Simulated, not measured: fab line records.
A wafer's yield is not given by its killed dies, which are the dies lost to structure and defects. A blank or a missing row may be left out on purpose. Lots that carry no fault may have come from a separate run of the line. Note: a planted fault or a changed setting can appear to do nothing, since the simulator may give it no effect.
Split-lot trial    flow berkeley-cmos170    5 lots, 23 wafers read, on a route of 331 steps

== ABOUT THE SPLIT ==
At UCB170_NVT_COAT_01 (resist thk 900 nm), the setting spin-rpm was moved away from the recipe's 1500 rpm on 9 of the 23 wafers read, by -4.1% to +2.9%. The other wafers ran this setting at the recipe's value.

The split's own step is where the reading is taken.

== THE READING ==
KrF_of_NVT_COAT_01.thk-nm (the simulator's own value, which no gauge read), in nm, at UCB170_NVT_COAT_01 (resist thk 900 nm). The file gives no usual value for it. Across the 14 wafers here that went through the recipe, the average is 899.1 nm and the standard deviation 3.1 nm.

wafer   tool, chamber at the split  spin-rpm as run, rpm  against the recipe  KrF_of_NVT_COAT_01.thk-nm, nm  against lot-mates on the recipe
L079.1  litho-track-01, 0           1500                  recipe              897.6                          -
L079.2  litho-track-01, 0           1500                  recipe              898.3                          -
L079.4  litho-track-01, 0           1500                  recipe              899.8                          -
L079.5  litho-track-01, 0           1439                  -4.1%               917.1                          +18.5
L079.6  litho-track-01, 0           1439                  -4.1%               917.6                          +19.0
L080.1  litho-track-03, 0           1537                  +2.5%               888.6                          -11.5
L080.2  litho-track-03, 0           1500                  recipe              898.6                          -
L080.3  litho-track-03, 0           1537                  +2.5%               888.5                          -11.6
L080.5  litho-track-03, 0           1500                  recipe              901.6                          -
L080.6  litho-track-03, 0           1537                  +2.5%               890.3                          -9.8
L085.1  litho-track-03, 0           1500                  recipe              899.4                          -
L085.2  litho-track-03, 0           1500                  recipe              897.3                          -
L085.6  litho-track-03, 0           1500                  recipe              900.2                          -
L083.1  litho-track-04, 0           1500                  recipe              901.1                          -
L083.2  litho-track-04, 0           1544                  +2.9%               888                            -15.4
L083.4  litho-track-04, 0           1500                  recipe              903.8                          -
L083.5  litho-track-04, 0           1500                  recipe              905.3                          -
L083.6  litho-track-04, 0           1544                  +2.9%               890                            -13.4
L084.1  litho-track-01, 0           1500                  recipe              894.8                          -
L084.2  litho-track-01, 0           1544                  +2.9%               882.4                          -12.5
L084.3  litho-track-01, 0           1544                  +2.9%               878.7                          -16.2
L084.4  litho-track-01, 0           1500                  recipe              893.6                          -
L084.5  litho-track-01, 0           1500                  recipe              896.4                          -

FIT RESULTS
A straight line over all 23 wafers: KrF_of_NVT_COAT_01.thk-nm changes by -4.55 nm for each +1% of spin-rpm; r = -0.94; the points scatter about the line by 3.3 nm.
The same after taking each lot's own level away (the mean of its wafers on the recipe; 23 wafers): -4.69 nm for each +1%; r = -0.99; scatter 1.4 nm.
That fit puts the effect of the largest move of spin-rpm on the reading at 19 nm.
Across the lots, their own levels run from 894.93 to 903.40 nm, a range of 2.7 times the standard deviation given above.
Consequently the slope shifts little with the lot-to-lot level, the two slopes agreeing.
Check: with one of the wafers moved furthest among these (-4.1%) left out of the fit, the line predicts +19.2 nm for it against its lot-mates. It came out at +18.5 nm against them.

== OTHER SPLITS ON THESE WAFERS ==
These wafers also went through other splits before the reading. Each is held against what the fit with the lots' levels taken away leaves over:
other split on the same wafers         wafers away from the commonest value  r with KrF_of_NVT_COAT_01.thk-nm (lot level and that fit taken away)
UCB170_NWELL_CVD_04 pressure-mtorr     15                                    -0.11
UCB170_NWELL_DEVELOP_11 dev-temp-c     4                                     -0.16
UCB170_PWELL_CVD_05 sih2cl2-flow-sccm  18                                    -0.08
UCB170_PWELL_IMPLANT_15 energy-kev     10                                    +0.29
UCB170_ACTIVE_COAT_08 resist-thk-nm    5                                     +0.10
UCB170_ACTIVE_PEB_11 peb-temp-c        6                                     +0.05
UCB170_FIELD_OXIDATION_01 ox-time-s    15                                    -0.02

== THE WHOLE CHAIN: every reading that the file lists as answering this split, in the file's order ==
step                 what it does       reading                                                                     change (the file's fit)               r (the file's)
UCB170_NVT_COAT_01   resist thk 900 nm  KrF_of_NVT_COAT_01.thk-nm (the simulator's own value, which no gauge read)  -4.72 nm for each +1% of the setting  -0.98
UCB170_NVT_STRIP_08  strips in O2       strip-time-to-endpoint-s                                                    withheld for each +1% of the setting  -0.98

== THE FILE'S OWN FIT ==
KrF_of_NVT_COAT_01.thk-nm changes by -4.72 nm for each +1% of spin-rpm, r = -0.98.
